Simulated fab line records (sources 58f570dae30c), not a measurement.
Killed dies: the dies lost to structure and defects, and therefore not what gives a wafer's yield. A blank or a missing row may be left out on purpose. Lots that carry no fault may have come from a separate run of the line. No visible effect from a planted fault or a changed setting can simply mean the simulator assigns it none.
Lot-split experiment | flow berkeleyCmos170 | route with 331 steps; 5 lots, 23 wafers read

ON THE SPLIT
At UCB170_ZERO_COAT_01 (resist thk 900 nm), the setting spinRpm was moved away from the recipe's 1500 rpm on 11 of the 23 wafers read, by -6.5% to +5.8%. For the rest of the wafers, this setting stayed at what the recipe calls for.

Reading taken at the split's own step.

THE READING
KrF_of_ZERO_COAT_01.thkNm (the simulator's own value, which no gauge read), in nm, at UCB170_ZERO_COAT_01 (resist thk 900 nm). The file gives no usual value for it. Here, 12 wafers ran the recipe; their average is 897.7 nm with a standard deviation of 2.8 nm.

wafer  | tool, chamber at the split | spinRpm as run, rpm | against the recipe | KrF_of_ZERO_COAT_01.thkNm, nm | against lot-mates on the recipe
L074.1 | lithoTrack-01, 0           | 1432                | -4.5%              | 921.4                         | +18.7
L074.5 | lithoTrack-01, 0           | 1432                | -4.5%              | 921.4                         | +18.7
L074.3 | lithoTrack-01, 0           | 1500                | recipe             | 901.6                         | -
L074.4 | lithoTrack-01, 0           | 1432                | -4.5%              | 921.9                         | +19.2
L074.6 | lithoTrack-01, 0           | 1500                | recipe             | 903.8                         | -
L075.1 | lithoTrack-02, 0           | 1587                | +5.8%              | 872.5                         | -24.3
L075.3 | lithoTrack-02, 0           | 1587                | +5.8%              | 872.1                         | -24.7
L075.4 | lithoTrack-02, 0           | 1500                | recipe             | 897.9                         | -
L075.5 | lithoTrack-02, 0           | 1500                | recipe             | 896.4                         | -
L075.6 | lithoTrack-02, 0           | 1500                | recipe             | 896                           | -
L076.2 | lithoTrack-02, 0           | 1500                | recipe             | 896                           | -
L076.5 | lithoTrack-02, 0           | 1500                | recipe             | 898.9                         | -
L076.6 | lithoTrack-02, 0           | 1500                | recipe             | 898                           | -
L079.1 | lithoTrack-02, 0           | 1560                | +4.0%              | 880.9                         | -13.0
L079.2 | lithoTrack-02, 0           | 1500                | recipe             | 895.1                         | -
L079.3 | lithoTrack-02, 0           | 1500                | recipe             | 892.7                         | -
L079.5 | lithoTrack-02, 0           | 1560                | +4.0%              | 876.9                         | -17.0
L079.6 | lithoTrack-02, 0           | 1560                | +4.0%              | 879.7                         | -14.2
L080.1 | lithoTrack-02, 0           | 1403                | -6.5%              | 929.5                         | +31.2
L080.2 | lithoTrack-02, 0           | 1500                | recipe             | 898.8                         | -
L080.3 | lithoTrack-02, 0           | 1403                | -6.5%              | 931.2                         | +33.0
L080.5 | lithoTrack-02, 0           | 1403                | -6.5%              | 926.5                         | +28.2
L080.6 | lithoTrack-02, 0           | 1500                | recipe             | 897.7                         | -

FIT RESULTS
A straight line over all 23 wafers: KrF_of_ZERO_COAT_01.thkNm changes by -4.78 nm for each +1% of spinRpm; r = -0.99; the points scatter about the line by 2.5 nm.
The same after taking each lot's own level away (the mean of its wafers on the recipe; 23 wafers): -4.33 nm for each +1%; r = -0.99; scatter 1.8 nm.
According to that fit, moving spinRpm by its largest amount changes the reading by 28 nm.
The lots' own levels span 893.90 to 902.70 nm, that is 3.1 times the standard deviation above.
Thus the slope moves with the lot-to-lot level: the two fits are different.
Check: for one of the wafers moved furthest among these (-6.5%), held out of the fit, the line's prediction against its lot-mates is +28.1 nm. Against them it came out at +31.2 nm.

THE WHOLE CHAIN: every reading that the file lists as answering this split, in the file's order
step                 | what it does      | reading                                                                    | change (the file's fit)              | r (the file's)
UCB170_ZERO_COAT_01  | resist thk 900 nm | KrF_of_ZERO_COAT_01.thkNm (the simulator's own value, which no gauge read) | -4.33 nm for each +1% of the setting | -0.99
UCB170_ZERO_STRIP_07 | strips in O2      | stripTimeToEndpointS                                                       | withheld for each +1% of the setting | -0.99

FILE'S OWN FIT
KrF_of_ZERO_COAT_01.thkNm changes by -4.33 nm for each +1% of spinRpm, r = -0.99.
